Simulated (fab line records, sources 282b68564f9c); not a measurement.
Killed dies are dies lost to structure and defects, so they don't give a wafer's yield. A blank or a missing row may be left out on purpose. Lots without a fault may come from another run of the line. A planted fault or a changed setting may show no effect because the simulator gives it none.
fab line records | flow rit_cmos
record lots=6 wafers=18 last_day=6
route steps=202 shown CONTACT@170 M1@202
lots that met no fault: from a run of the same line without faults
start_h: hours from the record's first day to the start of the lot's first wafer shown | wait_h: hours since the lot's step before | " the same as in the row above | L1.1+2: a row that stands for several wafers | - no value, or no start given | * or withheld: withheld | < > ~ a bound
route shown NAME@n: a module of which the file shows steps, and the number in the route of the first | usual: mean/standard deviation of fault-free wafers | same: alike in all rows | chamber/n: place in a boat | sites: the reading at each site | _std_site: their standard deviation | _edge_site: outer sites' mean less inner sites' | radius_mm: how far each site lies from the wafer's centre | mask NAME#n: copy n | behind: the tool/chamber that last shaped the wafer | hold: why the lot was held/for how many hours/how that ended | device: the transistor (n, p or np) that didn't switch | end of line: the same wafers' tests at the end of the route | a step without rows: its recipe alone | killed: dies lost to structure and defects at the first sort, not the wafer's yield | map: a wafer's dies, x killed, . not, _ none there
set.NAME: the setting as run; set.NAME@STEP: as run at that earlier step | model.NAME: the simulator's own value behind a step, which no gauge read
lots at some steps of the route; a table a step, a row a wafer
services: from which hour (start_h, from the record's first day; less than 0 if before it) a tool's chamber was out of use, for how many hours, and why
## steps
# step RIT_CONTACT_HMDS_02
# recipe prime_time_s=60 prime_temp_c=140
# step RIT_CONTACT_COAT_03
# recipe resist=NOVOLAK spin_rpm=3250 resist_thk_nm=1000
# step RIT_CONTACT_SOFTBAKE_04
# recipe resist=NOVOLAK temp_c=90 time_s=60
# step RIT_CONTACT_EXPOSE_05
# recipe mask_id=M11 na=0.6 source_shape=conventional sigma_outer=0.5 target_cd_nm=1000 dose_mj=250
# step RIT_CONTACT_PEB_06
# recipe resist=NOVOLAK temp_c=withheld time_s=withheld
# step RIT_CONTACT_DEVELOP_07
# recipe resist=NOVOLAK develop_time_s=120 dev_temp_c=23
# step RIT_CONTACT_CD_MEAS_08
# recipe target_cd_nm=1000
# usual cd_nm=999.8/2.2
# columns lot.wafer tool chamber start_h wait_h cd_nm
L450.1 cd_sem-02 - 61.11 - 1001.4
L450.2 " - " " 1001.3
L450.3 " - " " 998.8
L455.1 cd_sem-02 - 83.18 - 998.6
L455.3 " - " " 1000.0
L455.5 " - " " 997.7
L457.1 cd_sem-02 - 93.72 - 999.3
L457.5 " - " " 1000.1
L457.6 " - " " 999.8
L458.1 cd_sem-02 - 102.13 - 999.5
L458.4 " - " " 1002.5
L458.5 " - " " 998.4
L466.2 cd_sem-02 - 137.36 - 998.9
L466.3 " - " " 1001.7
L466.4 " - " " 999.4
L467.3 cd_sem-01 - 141.22 - 1003.6
L467.4 " - " " 1002.2
L467.5 " - " " 1001.7
# step RIT_CONTACT_OVL_MEAS_09
# usual CONTACT_OVL=0.0/1.3
# columns lot.wafer tool chamber start_h wait_h CONTACT_OVL[nm]
L450.1 overlay-01 - 61.23 0.1 1.0
L450.2 " - " " -0.3
L450.3 " - " " 0.8
L455.1 overlay-02 - 83.30 0.1 2.6
L455.3 " - " " 1.5
L455.5 " - " " 1.9
L457.1 overlay-02 - 93.84 0.1 2.0
L457.5 " - " " -0.1
L457.6 " - " " 1.6
L458.1 overlay-01 - 102.25 0.1 -0.4
L458.4 " - " " 1.3
L458.5 " - " " 0.1
L466.2 overlay-02 - 137.47 0.1 -1.4
L466.3 " - " " 0.0
L466.4 " - " " -0.7
L467.3 overlay-01 - 141.31 0.1 1.3
L467.4 " - " " 1.7
L467.5 " - " " 2.1
# step RIT_CONTACT_HARDBAKE_10
# recipe resist=NOVOLAK temp_c=140 time_s=60
# step RIT_CONTACT_ETCH_11
# recipe target_depth_a=4800 over_etch_frac=0.2 stop_on=TiSi2 chemistry=CHF3/CF4/Ar target=SiO2 CHF3_flow_sccm=50 cf4_flow_sccm=10 Ar_flow_sccm=100 O2_flow_sccm=5 pressure_mtorr=100 rf_w=200 time_s=320
# usual drypump_motor_current_A=5.8/0.5 oes_product_au=0.990/0.013 throttle_valve_pct=8.91/0.12
# columns lot.wafer tool chamber start_h wait_h drypump_motor_current_A oes_product_au rf_hours_counter_h throttle_valve_pct
L450.1 rie_diel-03 3 61.41 0.1 6.6 0.974 14 8.97
L450.2 " 0 " " 5.0 0.975 31 8.93
L450.3 " 2 " " 5.1 0.983 66 8.82
L455.1 rie_diel-03 1 83.52 0.1 5.5 0.993 146 8.70
L455.3 " 0 " " 5.0 0.978 31 8.92
L455.5 " 1 " " 5.5 0.992 - 8.71
L457.1 rie_diel-04 2 94.03 0.1 6.1 0.987 141 9.13
L457.5 " 1 " " 5.9 0.987 - 8.84
L457.6 " 2 " " 6.1 0.998 - 9.14
L458.1 rie_diel-01 3 102.43 0.1 5.5 0.973 123 8.90
L458.4 " 0 " " 5.6 0.987 - 8.73
L458.5 " 2 " " 5.5 0.999 - 9.01
L466.2 rie_diel-01 1 137.65 0.1 5.8 0.988 1 8.99
L466.3 " 0 " " 5.7 0.980 22 8.73
L466.4 " 2 " " 5.5 0.988 82 8.99
L467.3 rie_diel-04 1 141.49 0.1 5.9 0.994 2 8.86
L467.4 " 2 " " 6.1 0.993 - 9.15
L467.5 " 1 " " 5.9 0.997 - 8.86
# step RIT_CONTACT_STRIP_12
# recipe chemistry=O2 time_s=180 resist=NOVOLAK platen_temp_c=withheld power_w=500 pressure_mtorr=4000 o2_flow_sccm=4000
# usual drypump_motor_current_A=5.6/0.44
# columns lot.wafer tool chamber start_h wait_h drypump_motor_current_A rf_hours_counter_h
L450.1 plasma_asher-04 1 61.61 0.1 5.3 43
L450.2 " 0 " " 6.0 43
L450.3 " 1 " " 5.3 -
L455.1 plasma_asher-03 0 83.71 0.1 5.5 31
L455.3 " 1 " " 5.5 -
L455.5 " 0 " " 5.5 -
L457.1 plasma_asher-01 0 94.22 0.1 6.5 42
L457.5 " 0 " " 6.5 -
L457.6 " 1 " " 5.1 -
L458.1 plasma_asher-03 1 102.63 0.1 5.5 33
L458.4 " 1 " " 5.5 -
L458.5 " 1 " " 5.5 -
L466.2 plasma_asher-03 0 137.84 0.1 5.5 37
L466.3 " 1 " " 5.5 -
L466.4 " 0 " " 5.6 -
L467.3 plasma_asher-04 1 141.74 0.2 5.3 -
L467.4 " 0 " " 6.0 -
L467.5 " 1 " " 5.3 -
# step RIT_CONTACT_CD_MEAS_90
# recipe target_cd_nm=1000
# usual cd_nm=999.8/2.2
# columns lot.wafer tool chamber start_h wait_h cd_nm
L450.1 cd_sem-02 - 61.78 0.1 1001.1
L450.2 " - " " 1001.0
L450.3 " - " " 998.7
L455.1 cd_sem-02 - 83.98 0.2 999.2
L455.3 " - " " 999.6
L455.5 " - " " 998.3
L457.1 cd_sem-02 - 94.40 0.1 999.6
L457.5 " - " " 999.3
L457.6 " - " " 1000.0
L458.1 cd_sem-02 - 102.80 0.1 999.5
L458.4 " - " " 1001.7
L458.5 " - " " 998.4
L466.2 cd_sem-02 - 138.04 0.1 999.3
L466.3 " - " " 1001.5
L466.4 " - " " 999.6
L467.3 cd_sem-02 - 141.90 0.1 1003.5
L467.4 " - " " 1002.1
L467.5 " - " " 1001.2
# step RIT_CONTACT_CLEAN_13
# recipe chemistry=SC1 mix=3:3:50 time_s=600 temp_c=75
# usual run_length_s=628/3.6 temp_c=74.99/0.11
# columns lot.wafer tool chamber start_h wait_h run_length_s temp_c
L450.1 wet_bench-01 2 61.90 0.1 625 74.92
L450.2 " 2 " " 625 74.90
L450.3 " 2 " " 625 74.94
L455.1 wet_bench-02 3 84.10 0.1 625 75.10
L455.3 " 3 " " 625 74.93
L455.5 " 3 " " 625 75.14
L457.1 wet_bench-02 1 94.52 0.1 680 75.17
L457.5 " 1 " " 680 74.93
L457.6 " 1 " " 680 74.89
L458.1 wet_bench-02 1 102.92 0.1 679 74.90
L458.4 " 1 " " 679 75.07
L458.5 " 1 " " 679 75.13
L466.2 wet_bench-01 0 138.14 0.1 627 74.90
L466.3 " 0 " " 627 75.13
L466.4 " 0 " " 627 75.04
L467.3 wet_bench-03 3 141.98 0.1 626 75.03
L467.4 " 3 " " 626 75.10
L467.5 " 3 " " 626 75.14
# step RIT_CONTACT_CLEAN_14
# recipe chemistry=SC2 mix=3:3:50 time_s=600 temp_c=75 dry=n2_spin
# step RIT_M1_PROBE_99
# usual killed_at_front_end=7/3.1 killed_dies=7/3.1 killed_open=3.5/2.2 killed_short=3.3/1.9
# same gross_dies=264 killed_at_M0_to_M3=0 killed_at_M4_up=0 killed_at_back_side=0 killed_at_contacts=0 killed_at_other=0
# columns lot.wafer tool chamber start_h wait_h killed_at_front_end killed_dies killed_open killed_short
L450.1 prober-01 - 66.46 0.1 11 11 7 4
L450.2 prober-01 - 66.51 0.1 5 5 1 4
L450.3 prober-01 - 66.56 0.2 4 4 2 2
L455.1 prober-01 - 88.63 0.1 9 9 5 4
L455.3 prober-01 - 88.73 0.2 9 9 5 4
L455.5 prober-01 - 88.83 0.2 9 9 3 6
L457.1 prober-01 - 99.08 0.1 7 7 2 5
L457.5 prober-01 - 99.28 0.2 4 4 3 1
L457.6 prober-01 - 99.33 0.2 7 7 4 3
L458.1 prober-02 - 108.51 0.1 10 10 4 6
L458.4 prober-02 - 108.66 0.2 6 6 4 2
L458.5 prober-02 - 108.71 0.2 5 5 5 0
L466.2 prober-02 - 143.41 0.1 4 4 2 2
L466.3 prober-02 - 143.46 0.2 8 8 5 3
L466.4 prober-02 - 143.51 0.2 6 6 4 2
L467.3 prober-01 - 146.74 0.2 7 7 3 4
L467.4 prober-01 - 146.79 0.2 6 6 3 3
L467.5 prober-01 - 146.84 0.2 9 9 4 5
# killed by level:class
L450.1 GATE:geometric_particle:open=4 FOX1:geometric_particle:open=3 GATE:geometric_particle:short=3 SPACER:geometric_particle:short=1
L450.2 FOX1:geometric_particle:open=1 FOX1:geometric_particle:short=1 GATE:geometric_particle:short=1 REOX:geometric_particle:short=1 SPACER:geometric_particle:short=1
L450.3 GATE:geometric_particle:open=2 FOX2:geometric_particle:short=1 GATE:geometric_particle:short=1
L455.1 GATE:geometric_particle:short=2 GATE:geometric_particle:open=2 SILICIDE:geometric_particle:open=2 FOX2:geometric_particle:short=1 REOX:geometric_particle:open=1 SILICIDE:geometric_particle:short=1
L455.3 GATE:geometric_particle:open=2 GATE:geometric_particle:short=2 FOX2:geometric_particle:open=1 REOX:geometric_particle:open=1 SPACER:geometric_particle:open=1 SPACER:geometric_particle:short=1 SILICIDE:geometric_particle:short=1
L455.5 FOX2:geometric_particle:short=3 GATE:geometric_particle:open=3 FOX1:geometric_particle:short=1 GATE:geometric_particle:short=1 REOX:geometric_particle:short=1
L457.1 REOX:geometric_particle:short=4 GATE:geometric_particle:short=1 REOX:geometric_particle:open=1 SILICIDE:geometric_particle:open=1
L457.5 REOX:geometric_particle:open=2 FOX1:geometric_particle:open=1 GATE:geometric_particle:short=1
L457.6 FOX1:geometric_particle:open=1 GATE:geometric_particle:open=1 REOX:geometric_particle:short=1 REOX:geometric_particle:open=1 SPACER:geometric_particle:short=1 SILICIDE:geometric_particle:open=1 SILICIDE:geometric_particle:short=1
L458.1 SPACER:geometric_particle:short=5 SPACER:geometric_particle:open=2 FOX2:geometric_particle:open=1 GATE:geometric_particle:short=1 GATE:geometric_particle:open=1
L458.4 GATE:geometric_particle:open=3 SPACER:geometric_particle:short=2 FOX1:geometric_particle:open=1
L458.5 GATE:geometric_particle:open=3 REOX:geometric_particle:open=1 SPACER:geometric_particle:open=1
L466.2 FOX1:geometric_particle:open=1 FOX1:geometric_particle:short=1 SPACER:geometric_particle:short=1 SILICIDE:geometric_particle:open=1
L466.3 GATE:geometric_particle:short=3 REOX:geometric_particle:open=2 FOX1:geometric_particle:open=1 GATE:geometric_particle:open=1 SILICIDE:geometric_particle:open=1
L466.4 GATE:geometric_particle:open=2 REOX:geometric_particle:short=2 FOX1:geometric_particle:open=1 SPACER:geometric_particle:open=1
L467.3 FOX1:geometric_particle:open=2 REOX:geometric_particle:short=2 GATE:geometric_particle:open=1 SPACER:geometric_particle:short=1 SILICIDE:geometric_particle:short=1
L467.4 GATE:geometric_particle:short=2 GATE:geometric_particle:open=1 REOX:geometric_particle:short=1 REOX:geometric_particle:open=1 SPACER:geometric_particle:open=1
L467.5 REOX:geometric_particle:short=3 GATE:geometric_particle:short=2 GATE:geometric_particle:open=2 SPACER:geometric_particle:open=1 SILICIDE:geometric_particle:open=1
## services
# columns tool chamber start_h hours kind
wet_bench-02 - 43.25 4.5 repair
wet_bench-01 - 43.87 2.8 repair
rie_diel-03 1 60.53 17.7 repair
rie_diel-04 2 61.87 1.7 repair
rie_diel-04 1 74.37 - clean
rie_diel-04 1 74.37 12.3 scheduled_down
rie_diel-04 1 74.37 12.3 vent_cycle
wet_bench-02 - 75.96 1.9 pm
rie_diel-01 1 91.23 - clean
rie_diel-01 1 91.23 23.0 scheduled_down
rie_diel-01 1 91.23 23.0 vent_cycle
plasma_asher-04 - 99.22 2.8 pm
rie_diel-04 3 105.22 3.5 repair
plasma_asher-03 - 114.53 2.8 pm
rie_diel-03 2 119.95 2.7 repair
rie_diel-03 3 123.51 4.8 repair
rie_diel-04 0 132.72 22.1 repair
plasma_asher-01 - 140.96 4.8 repair
## key
first_sign step=RIT_CONTACT_CLEAN_13 reading=run_length_s direction=up sigmas=14 usual=* struck=*
effect none on later readings
met_at RIT_CONTACT_CLEAN_13
struck_wafers L457.1,L457.5,L457.6,L458.1,L458.4,L458.5
tester_left_out L457,L458
onset_between 84.10 94.52
fault kind=process_parameter_drift tool=wet_bench-02 chamber=- onset_h=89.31 steps=RIT_CONTACT_CLEAN_13 channel=time_s offset=* shape=step end_h=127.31 acts_in=* stated=*
# tester_left_out: of these lots the tester's yield and bins aren't shown, on N5 and GAA mostly nor the transistor test; their killed dies are dies lost to structure and defects alone, not to doping, threshold or leakage, so they don't give the yield
